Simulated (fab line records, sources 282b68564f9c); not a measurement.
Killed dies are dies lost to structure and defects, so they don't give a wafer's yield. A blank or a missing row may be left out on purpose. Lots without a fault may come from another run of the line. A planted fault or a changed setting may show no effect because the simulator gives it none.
fab line records | flow rit_cmos
record lots=7 wafers=21 last_day=7
route steps=202 shown FOX1@21 FOX2@23 NWELL@28 PWELL@39 M1@202
lots that met no fault: from a run of the same line without faults
start_h: hours from the record's first day to the start of the lot's first wafer shown | wait_h: hours since the lot's step before | " the same as in the row above | L1.1+2: a row that stands for several wafers | - no value, or no start given | * or withheld: withheld | < > ~ a bound
route shown NAME@n: a module of which the file shows steps, and the number in the route of the first | usual: mean/standard deviation of fault-free wafers | same: alike in all rows | chamber/n: place in a boat | sites: the reading at each site | _std_site: their standard deviation | _edge_site: outer sites' mean less inner sites' | radius_mm: how far each site lies from the wafer's centre | mask NAME#n: copy n | behind: the tool/chamber that last shaped the wafer | hold: why the lot was held/for how many hours/how that ended | device: the transistor (n, p or np) that didn't switch | end of line: the same wafers' tests at the end of the route | a step without rows: its recipe alone | killed: dies lost to structure and defects at the first sort, not the wafer's yield | map: a wafer's dies, x killed, . not, _ none there
set.NAME: the setting as run; set.NAME@STEP: as run at that earlier step | model.NAME: the simulator's own value behind a step, which no gauge read
lots at some steps of the route; a table a step, a row a wafer
services: from which hour (start_h, from the record's first day; less than 0 if before it) a tool's chamber was out of use, for how many hours, and why
## steps
# step RIT_FOX1_THK_MEAS_01
# recipe reads=SiO2_of_FOX1_OXIDATION_00
# usual FOX1_OXIDE_THK=349/7.3
# columns lot.wafer tool chamber start_h wait_h FOX1_OXIDE_THK[nm]
L603.3 film_metro-04 - 47.01 0.0 339
L603.5 " - " " 344
L603.6 " - " " 344
L604.1 film_metro-01 - 53.46 0.0 352
L604.4 " - " " 354
L604.5 " - " " 358
L609.1 film_metro-01 - 78.62 0.0 359
L609.2 " - " " 357
L609.3 " - " " 361
L610.1 film_metro-01 - 82.92 0.0 345
L610.2 " - " " 339
L610.6 " - " " 343
L611.1 film_metro-01 - 90.04 0.0 351
L611.2 " - " " 350
L611.3 " - " " 351
L612.1 film_metro-01 - 94.62 0.0 344
L612.4 " - " " 343
L612.6 " - " " 344
L620.2 film_metro-02 - 133.88 0.0 355
L620.3 " - " " 352
L620.4 " - " " 349
# step RIT_FOX1_WET_ETCH_02
# recipe chemistry=BOE target_depth_nm=350 time_s=390 temp_c=21.5 dry=n2_spin dilution=10:1 target=SiO2
# step RIT_FOX2_OXIDATION_00
# recipe temp_c=1100 ambient=H2O target_thk_a=3507 p_h2o_torr=720 ox_time_s=1130
# step RIT_FOX2_THK_MEAS_01
# recipe reads=SiO2_of_FOX2_OXIDATION_00
# usual FOX2_OXIDE_THK=350/6.7
# columns lot.wafer tool chamber start_h wait_h FOX2_OXIDE_THK[nm]
L603.3 film_metro-02 - 48.50 0.0 346
L603.5 " - " " 348
L603.6 " - " " 347
L604.1 film_metro-02 - 57.65 0.0 341
L604.4 " - " " 348
L604.5 " - " " 348
L609.1 film_metro-02 - 80.11 0.0 350
L609.2 " - " " 355
L609.3 " - " " 360
L610.1 film_metro-02 - 85.53 0.0 349
L610.2 " - " " 350
L610.6 " - " " 351
L611.1 film_metro-01 - 94.14 0.0 342
L611.2 " - " " 345
L611.3 " - " " 345
L612.1 film_metro-02 - 96.11 0.0 341
L612.4 " - " " 348
L612.6 " - " " 351
L620.2 film_metro-02 - 135.38 0.0 341
L620.3 " - " " 338
L620.4 " - " " 342
# step RIT_FOX2_CLEAN_02
# recipe chemistry=dHF dilution=50:1 time_s=180
# step RIT_FOX2_WET_ETCH_03
# recipe chemistry=H3PO4 target=Si3N4 target_depth_nm=195 temp_c=165 time_s=2700
# step RIT_FOX2_THK_MEAS_90
# recipe reads=SiO2_of_FOX2_OXIDATION_00
# usual FIELD_OXIDE_LEFT_1_THK=322/6.7
# columns lot.wafer tool chamber start_h wait_h FIELD_OXIDE_LEFT_1_THK[nm]
L603.3 film_metro-01 - 49.38 0.0 320
L603.5 " - " " 321
L603.6 " - " " 320
L604.1 film_metro-01 - 58.53 0.0 313
L604.4 " - " " 320
L604.5 " - " " 320
L609.1 film_metro-01 - 80.98 0.0 323
L609.2 " - " " 327
L609.3 " - " " 333
L610.1 film_metro-01 - 86.40 0.0 322
L610.2 " - " " 322
L610.6 " - " " 323
L611.1 film_metro-02 - 95.01 0.0 314
L611.2 " - " " 318
L611.3 " - " " 317
L612.1 film_metro-02 - 96.99 0.0 314
L612.4 " - " " 321
L612.6 " - " " 323
L620.2 film_metro-02 - 136.33 0.0 314
L620.3 " - " " 311
L620.4 " - " " 315
# step RIT_NWELL_HMDS_00
# recipe prime_time_s=60 prime_temp_c=140
# step RIT_NWELL_COAT_01
# recipe resist=NOVOLAK spin_rpm=2000 resist_thk_nm=1300
# step RIT_NWELL_SOFTBAKE_02
# recipe resist=NOVOLAK temp_c=90 time_s=60
# step RIT_NWELL_EXPOSE_03
# recipe mask_id=M2 na=0.57 target_cd_nm=43900 dose_mj=250
# step RIT_NWELL_PEB_04
# recipe resist=NOVOLAK temp_c=withheld time_s=withheld
# step RIT_NWELL_DEVELOP_05
# recipe resist=NOVOLAK develop_time_s=68 dev_temp_c=23
# columns lot.wafer tool chamber start_h wait_h
L603.3+5+6 litho_track-03 0 50 -
L604.1+4+5 litho_track-04 0 59 -
L609.1+2+3 litho_track-04 0 81 -
L610.1+2+6 litho_track-03 0 87 -
L611.1+2+3 litho_track-04 0 95 -
L612.1+4+6 litho_track-04 0 97 -
L620.2+3+4 litho_track-01 0 137 -
# step RIT_NWELL_OVL_MEAS_06
# usual NWELL_OVL=0.2/1.5
# columns lot.wafer tool chamber start_h wait_h NWELL_OVL[nm]
L603.3 overlay-02 - 50.31 - 0.6
L603.5 " - " " 2.2
L603.6 " - " " 1.2
L604.1 overlay-01 - 59.47 - -0.4
L604.4 " - " " -0.4
L604.5 " - " " -0.9
L609.1 overlay-01 - 81.92 - 0.5
L609.2 " - " " 0.3
L609.3 " - " " -1.0
L610.1 overlay-02 - 87.34 - 0.6
L610.2 " - " " 3.2
L610.6 " - " " 2.2
L611.1 overlay-02 - 95.98 - -1.1
L611.2 " - " " -2.1
L611.3 " - " " -2.0
L612.1 overlay-01 - 98.05 - 1.0
L612.4 " - " " 0.6
L612.6 " - " " 0.3
L620.2 overlay-01 - 137.39 - -1.3
L620.3 " - " " -0.8
L620.4 " - " " -0.5
# step RIT_NWELL_HARDBAKE_07
# recipe resist=NOVOLAK temp_c=140 time_s=120
# step RIT_NWELL_IMPLANT_08
# recipe species=P energy_kev=170 dose_cm2=5e+13 tilt_deg=7
# step RIT_NWELL_STRIP_09
# recipe chemistry=O2 time_s=180 resist=NOVOLAK platen_temp_c=withheld power_w=500 pressure_mtorr=4000 o2_flow_sccm=4000
# usual drypump_motor_current_A=5.9/0.48 rf_refl_power_W=7.3/1
# columns lot.wafer tool chamber start_h wait_h drypump_motor_current_A rf_hours_counter_h rf_refl_power_W
L603.3 plasma_asher-02 1 50.80 0.1 5.9 - 6.8
L603.5 " 0 " " 5.9 - 7.3
L603.6 " 1 " " 5.9 - 6.5
L604.1 plasma_asher-04 1 59.90 0.1 6.2 41 6.5
L604.4 " 0 " " 5.7 - 7.2
L604.5 " 1 " " 6.2 - 6.6
L609.1 plasma_asher-01 0 82.36 0.1 4.9 30 9.8
L609.2 " 1 " " 6.6 30 6.9
L609.3 " 1 " " 6.6 - 6.4
L610.1 plasma_asher-02 1 87.78 0.1 5.9 46 6.6
L610.2 " 0 " " 5.8 46 7.4
L610.6 " 0 " " 5.8 - 7.2
L611.1 plasma_asher-04 0 96.41 0.1 5.8 45 7.1
L611.2 " 1 " " 6.2 45 6.3
L611.3 " 1 " " 6.2 - 6.4
L612.1 plasma_asher-01 1 98.49 0.1 6.6 32 6.4
L612.4 " 0 " " 4.9 - 9.8
L612.6 " 0 " " 4.9 - 9.5
L620.2 plasma_asher-02 0 137.82 0.1 5.9 52 7.9
L620.3 " 1 " " 5.8 - 7.0
L620.4 " 0 " " 5.9 - 7.4
# step RIT_NWELL_TW_MEAS_10
# usual NWELL_TW=2131/13
# columns lot.wafer tool chamber start_h wait_h NWELL_TW
L603.3 film_metro-04 - 50.93 0.1 2131
L603.5 " - " " 2136
L603.6 " - " " 2139
L604.1 film_metro-01 - 60.08 0.1 2131
L604.4 " - " " 2137
L604.5 " - " " 2139
L609.1 film_metro-03 - 82.54 0.1 2040
L609.2 " - " " 2042
L609.3 " - " " 2044
L610.1 film_metro-03 - 87.96 0.1 2108
L610.2 " - " " 2107
L610.6 " - " " 2103
L611.1 film_metro-04 - 96.59 0.1 2065
L611.2 " - " " 2053
L611.3 " - " " 2063
L612.1 film_metro-04 - 98.66 0.1 2065
L612.4 " - " " 2083
L612.6 " - " " 2078
L620.2 film_metro-04 - 138.00 0.1 2137
L620.3 " - " " 2127
L620.4 " - " " 2115
# step RIT_PWELL_HMDS_00
# recipe prime_time_s=60 prime_temp_c=140
# step RIT_M1_PROBE_99
# usual killed_at_M0_to_M3=0.0/0.083 killed_at_contacts=0.1/0.3 killed_at_front_end=6.9/2.9 killed_dies=7.0/2.9 killed_open=3.3/2 killed_short=3.7/2
# same gross_dies=264 killed_at_M4_up=0 killed_at_back_side=0 killed_at_other=0
# columns lot.wafer tool chamber start_h wait_h killed_at_M0_to_M3 killed_at_contacts killed_at_front_end killed_dies killed_open killed_short
L603.3 prober-01 - 88.58 0.2 0 0 2 2 0 2
L603.5 prober-01 - 88.68 0.2 0 0 6 6 1 5
L603.6 prober-01 - 88.73 0.2 0 0 5 5 2 3
L604.1 prober-02 - 98.65 0.1 0 0 14 14 7 7
L604.4 prober-02 - 98.80 0.2 0 0 6 6 2 4
L604.5 prober-02 - 98.85 0.2 1 0 12 13 6 7
L609.1 prober-02 - 122.04 0.1 0 0 9 9 4 5
L609.2 prober-02 - 122.09 0.1 0 1 6 7 3 4
L609.3 prober-02 - 122.14 0.2 0 0 10 10 3 7
L610.1 prober-01 - 127.16 0.1 0 0 6 6 3 3
L610.2 prober-01 - 127.21 0.1 0 0 11 11 2 9
L610.6 prober-01 - 127.41 0.2 0 0 10 10 5 5
L611.1 prober-02 - 133.21 0.1 0 0 4 4 2 2
L611.2 prober-02 - 133.26 0.1 0 0 5 5 3 2
L611.3 prober-02 - 133.31 0.2 0 1 6 7 3 4
L612.1 prober-01 - 135.41 0.1 0 0 7 7 2 5
L612.4 prober-01 - 135.56 0.2 0 0 3 3 1 2
L612.6 prober-01 - 135.66 0.2 0 0 7 7 5 2
L620.2 prober-02 - 176.60 0.1 0 1 6 7 6 1
L620.3 prober-02 - 176.65 0.2 0 0 9 9 6 3
L620.4 prober-02 - 176.70 0.2 0 0 5 5 3 2
# killed by level:class
L603.3 FOX2:geometric_particle:short=1 SPACER:geometric_particle:short=1
L603.5 REOX:geometric_particle:short=2 SILICIDE:geometric_particle:short=2 FOX1:geometric_particle:short=1 FOX1:geometric_particle:open=1
L603.6 FOX1:geometric_particle:short=2 FOX2:geometric_particle:open=1 REOX:geometric_particle:open=1 SILICIDE:geometric_particle:short=1
L604.1 REOX:geometric_particle:short=3 GATE:geometric_particle:open=2 REOX:geometric_particle:open=2 FOX1:geometric_particle:short=1 FOX1:geometric_particle:open=1 FOX2:geometric_particle:open=1 GATE:geometric_particle:short=1 SPACER:geometric_particle:short=1
L604.4 GATE:geometric_particle:short=2 FOX2:geometric_particle:short=1 REOX:geometric_particle:short=1 REOX:geometric_particle:open=1 SILICIDE:geometric_particle:open=1
L604.5 GATE:geometric_particle:open=3 GATE:geometric_particle:short=3 REOX:geometric_particle:short=3 REOX:geometric_particle:open=3 M1:geometric_particle:short=1
L609.1 GATE:geometric_particle:open=3 GATE:geometric_particle:short=2 FOX1:geometric_particle:short=1 REOX:geometric_particle:short=1 SPACER:geometric_particle:short=1 SILICIDE:geometric_particle:open=1
L609.2 GATE:geometric_particle:short=3 SPACER:geometric_particle:open=2 GATE:geometric_particle:open=1 CONTACT:geometric_particle:short=1
L609.3 GATE:geometric_particle:short=3 REOX:geometric_particle:short=3 REOX:geometric_particle:open=2 GATE:geometric_particle:open=1 SILICIDE:geometric_particle:short=1
L610.1 GATE:geometric_particle:short=2 GATE:geometric_particle:open=1 REOX:geometric_particle:short=1 REOX:geometric_particle:open=1 SPACER:geometric_particle:open=1
L610.2 REOX:geometric_particle:short=5 GATE:geometric_particle:short=4 GATE:geometric_particle:open=1 SILICIDE:geometric_particle:open=1
L610.6 GATE:geometric_particle:open=3 FOX1:geometric_particle:short=1 FOX1:geometric_particle:open=1 GATE:geometric_particle:short=1 REOX:geometric_particle:short=1 SPACER:geometric_particle:short=1 SILICIDE:geometric_particle:open=1 SILICIDE:geometric_particle:short=1
L611.1 FOX1:geometric_particle:short=1 FOX1:geometric_particle:open=1 FOX2:geometric_particle:short=1 SPACER:geometric_particle:open=1
L611.2 GATE:geometric_particle:short=2 GATE:geometric_particle:open=2 SPACER:geometric_particle:open=1
L611.3 FOX2:geometric_particle:open=2 FOX1:geometric_particle:short=1 FOX2:geometric_particle:short=1 GATE:geometric_particle:open=1 REOX:geometric_particle:short=1 CONTACT:geometric_particle:short=1
L612.1 GATE:geometric_particle:short=2 SPACER:geometric_particle:short=2 FOX1:geometric_particle:short=1 REOX:geometric_particle:open=1 SPACER:geometric_particle:open=1
L612.4 FOX1:geometric_particle:open=1 GATE:geometric_particle:short=1 REOX:geometric_particle:short=1
L612.6 SPACER:geometric_particle:open=2 FOX1:geometric_particle:short=1 FOX1:geometric_particle:open=1 GATE:geometric_particle:short=1 REOX:geometric_particle:open=1 SILICIDE:geometric_particle:open=1
L620.2 GATE:geometric_particle:open=3 SPACER:geometric_particle:open=1 SILICIDE:geometric_particle:short=1 SILICIDE:geometric_particle:open=1 CONTACT:geometric_particle:open=1
L620.3 REOX:geometric_particle:open=3 GATE:geometric_particle:open=2 REOX:geometric_particle:short=2 FOX2:geometric_particle:short=1 SPACER:geometric_particle:open=1
L620.4 GATE:geometric_particle:open=2 SPACER:geometric_particle:short=2 REOX:geometric_particle:open=1
## services
# columns tool chamber start_h hours kind
plasma_asher-01 - 29.87 3.1 repair
plasma_asher-04 - 43.96 1.8 repair
plasma_asher-02 - 46.64 0.4 repair
plasma_asher-01 - 78.99 1.2 repair
plasma_asher-04 - 100.62 2.8 pm
plasma_asher-01 - 101.44 14.6 pm
plasma_asher-02 - 103.31 2.4 repair
plasma_asher-04 - 108.75 9.0 pm
plasma_asher-04 0 108.75 9.0 vent_cycle
plasma_asher-04 1 108.75 9.0 vent_cycle
plasma_asher-04 0 117.75 - clean
plasma_asher-04 1 117.75 - clean
plasma_asher-04 - 126.64 2.2 repair
## key
first_sign step=RIT_NWELL_TW_MEAS_10 reading=NWELL_TW direction=down sigmas=5.4 usual=2131 struck=2059
effect none on later readings
met_at RIT_NWELL_DEVELOP_05
struck_wafers L609.1,L609.2,L609.3,L611.1,L611.2,L611.3,L612.1,L612.4,L612.6
tester_left_out L609,L611,L612
onset_between 59 81
fault kind=process_parameter_drift tool=litho_track-04 chamber=- onset_h=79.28 steps=RIT_NWELL_DEVELOP_05 channel=develop_time_s offset=* shape=step end_h=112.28 acts_in=* stated=*
# tester_left_out: of these lots the tester's yield and bins aren't shown, on N5 and GAA mostly nor the transistor test; their killed dies are dies lost to structure and defects alone, not to doping, threshold or leakage, so they don't give the yield
